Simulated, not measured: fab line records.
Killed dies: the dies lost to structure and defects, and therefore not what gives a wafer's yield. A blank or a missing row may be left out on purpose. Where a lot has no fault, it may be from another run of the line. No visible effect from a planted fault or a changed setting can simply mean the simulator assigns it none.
The tool behind it: which one?	flow berkeleyCmos170	42 wafers from 14 lots sampled at 6 of the route's 331 steps

WHAT EACH GAUGE READ, for each wafer
UCB170_FIELD_THK_MEAS_90. Usual: FIELD_OXIDE_LEFT_1_THK 448 nm, standard deviation 10.
lot	measured	on	FIELD_OXIDE_LEFT_1_THK (nm)	flag
L390	day 5 13:31	filmMetro-01	440 442 450	
L392	day 5 13:31	filmMetro-04	440 439 431	
L393	day 5 18:54	filmMetro-02	464 454 460	
L394	day 6 01:11	filmMetro-02	443 439 443	
L395	day 6 01:11	filmMetro-01	459 466 455	
L397	day 6 10:43	filmMetro-02	447 442 453	
L396	day 6 10:44	filmMetro-01	454 454 453	
L401	day 7 06:18	filmMetro-04	442 451 440	
L402	day 7 09:49	filmMetro-02	458 465 453	
L407	day 8 01:58	filmMetro-04	459 465 456	
L410	day 8 17:14	filmMetro-04	439 449 444	
L411	day 9 04:09	filmMetro-04	455 445 447	
L412	day 9 09:40	filmMetro-01	431 431 428	
L413	day 9 13:13	filmMetro-04	431 429 437	

UCB170_SACOX_THK_MEAS_02. Usual: SACOX_OXIDE_THK 14.43 nm, standard deviation 0.27.
lot	measured	on	SACOX_OXIDE_THK (nm)	flag
L390	day 5 15:35	filmMetro-03	14.43 14.65 14.40	
L392	day 5 15:34	filmMetro-04	14.31 14.32 14.46	
L393	day 5 22:30	filmMetro-02	14.65 14.67 14.55	
L394	day 6 05:01	filmMetro-04	14.47 14.58 14.55	
L395	day 6 05:01	filmMetro-02	14.58 14.81 14.65	
L397	day 6 14:25	filmMetro-04	14.17 14.21 14.47	
L396	day 6 14:26	filmMetro-03	14.21 13.95 14.22	
L401	day 7 11:55	filmMetro-02	14.72 14.76 14.75	
L402	day 7 11:58	filmMetro-03	14.40 14.65 14.40	
L407	day 8 04:40	filmMetro-02	14.44 14.00 14.21	
L410	day 8 20:17	filmMetro-02	14.18 14.15 13.97	
L411	day 9 09:04	filmMetro-02	14.43 14.08 14.28	
L412	day 9 16:25	filmMetro-04	14.58 14.30 14.09	
L413	day 9 16:26	filmMetro-03	14.35 14.32 14.13	

UCB170_NLDD_TW_MEAS_11. Usual: NLDD_TW 2220, standard deviation 20.
lot	measured	on	NLDD_TW	flag
L390	day 6 20:51	filmMetro-02	2235 2233 2237	
L392	day 6 19:55	filmMetro-01	2198 2203 2198	
L393	day 7 00:20	filmMetro-03	2209 2201 2200	
L394	day 7 11:32	filmMetro-01	2204 2207 2208	
L395	day 7 11:16	filmMetro-01	2209 2202 2206	
L397	day 7 12:59	filmMetro-02	2493 2491 2491	OFF
L396	day 7 12:24	filmMetro-03	2184 2184 2186	
L401	day 8 13:23	filmMetro-02	2239 2237 2237	
L402	day 8 14:19	filmMetro-02	2468 2488 2474	OFF
L407	day 9 15:04	filmMetro-01	2219 2204 2232	
L410	day 9 22:16	filmMetro-02	2245 2238 2248	
L411	day 10 14:10	filmMetro-02	2243 2234 2219	
L412	day 10 19:56	filmMetro-01	2216 2213 2204	
L413	day 10 20:26	filmMetro-03	2206 2198 2207	

UCB170_PSD_TW_MEAS_10. Usual: PSD_TW 2328, standard deviation 22.
lot	measured	on	PSD_TW	flag
L390	day 7 01:53	filmMetro-03	2312 2302 2308	
L392	day 7 01:40	filmMetro-01	2320 2317 2313	
L393	day 7 05:48	filmMetro-03	2310 2305 2304	
L394	day 7 17:45	filmMetro-02	2370 2355 2368	
L395	day 7 17:38	filmMetro-03	2308 2311 2316	
L397	day 7 18:07	filmMetro-02	2351 2364 2346	
L396	day 7 17:53	filmMetro-01	2318 2326 2315	
L401	day 8 18:46	filmMetro-01	2321 2323 2315	
L402	day 8 19:19	filmMetro-01	2316 2334 2322	
L407	day 9 21:56	filmMetro-03	2305 2296 2309	
L410	day 10 04:44	filmMetro-03	2287 2298 2315	
L411	day 10 21:56	filmMetro-02	2351 2352 2358	
L412	day 11 01:52	filmMetro-01	2321 2332 2321	
L413	day 11 02:10	filmMetro-02	2343 2363 2366	

UCB170_SDANNEAL_RS_MEAS_05: uses a four-point probe to measure. Usual: NLDD_RS 616.2 ohm/sq, standard deviation 1.8.
lot	measured	on	NLDD_RS (ohm/sq)	flag
L390	day 7 06:19	filmMetro-03	613.7 616.2 615.9	
L392	day 7 05:53	filmMetro-02	620.1 618.0 618.8	
L393	day 7 09:10	filmMetro-02	614.3 613.2 616.1	
L394	day 7 22:21	filmMetro-01	617.3 616.6 615.8	
L395	day 7 21:53	filmMetro-02	616.6 618.8 618.3	
L397	day 7 22:41	filmMetro-02	464.0 465.1 465.4	OFF
L396	day 7 23:05	filmMetro-03	617.2 618.3 615.5	
L401	day 8 22:53	filmMetro-01	615.1 616.8 615.2	
L402	day 8 23:40	filmMetro-03	466.4 466.3 466.6	OFF
L407	day 10 02:47	filmMetro-01	613.1 614.2 613.9	
L410	day 10 08:41	filmMetro-03	615.2 616.0 616.2	
L411	day 11 05:02	filmMetro-03	618.7 618.3 617.6	
L412	day 11 09:31	filmMetro-03	614.5 616.4 614.9	
L413	day 11 09:19	filmMetro-02	614.6 612.7 612.9	

WHICH TOOL RAN EACH LOT (tool, then ch and the chambers of the sampled wafers, then the start)
lot	UCB170_NLDD_IMPLANT_09
L390	implanter-03 ch 0, day 6 20:36
L392	implanter-01 ch 0, day 6 19:40
L393	implanter-01 ch 0, day 7 00:05
L394	implanter-01 ch 0, day 7 11:17
L395	implanter-04 ch 0, day 7 11:01
L397	implanter-01 ch 0, day 7 12:26
L396	implanter-04 ch 0, day 7 12:11
L401	implanter-01 ch 0, day 8 13:08
L402	implanter-01 ch 0, day 8 13:44
L407	implanter-04 ch 0, day 9 14:49
L410	implanter-04 ch 0, day 9 22:02
L411	implanter-03 ch 0, day 10 13:55
L412	implanter-03 ch 0, day 10 19:41
L413	implanter-01 ch 0, day 10 20:13
- UCB170_NLDD_IMPLANT_09

WHAT THE TOOLS THEMSELVES READ (means of the sampled wafers that have a number; where no wafer has one, the mark that the record gives instead)
UCB170_NLDD_IMPLANT_09. Usual: doseIonsCm2 at 5e+13, with a standard deviation of 5.8e+10.
lot	tool	doseIonsCm2	flag
L390	implanter-03	5e+13	
L392	implanter-01	5e+13	
L393	implanter-01	5e+13	
L394	implanter-01	5e+13	
L395	implanter-04	5e+13	
L397	implanter-01	5e+13	
L396	implanter-04	5e+13	
L401	implanter-01	5e+13	
L402	implanter-01	5e+13	
L407	implanter-04	5e+13	
L410	implanter-04	5e+13	
L411	implanter-03	5e+13	
L412	implanter-03	5e+13	
L413	implanter-01	5e+13	

THE ANSWER, worked out from the rows above alone
Rule: a lot counts as off when the mean over its wafers that have a number is more than 3 standard deviations away from the usual mean. Also off: a lot with no number at a reading for which 4 or more lots have one. All remaining lots with rows at the step are treated as sound. The gauges are gone through in route order, then the tools' own readings, and for those a lot's mean is taken as printed above. At the first step where some lot is off, the reading lying furthest off is the one used; lots without a number count as furthest.
Off: L397, L402, seen at UCB170_NLDD_TW_MEAS_11 (NLDD_TW).
If a tool, at a process step before that reading, ran all the lots that are off and no sound lot after the first of them, it fits. The gauges at UCB170_NLDD_TW_MEAS_11 are tried like those tools. Not one of the candidates tried fits.

WHAT HAD BEEN PUT IN BY THE SIMULATOR
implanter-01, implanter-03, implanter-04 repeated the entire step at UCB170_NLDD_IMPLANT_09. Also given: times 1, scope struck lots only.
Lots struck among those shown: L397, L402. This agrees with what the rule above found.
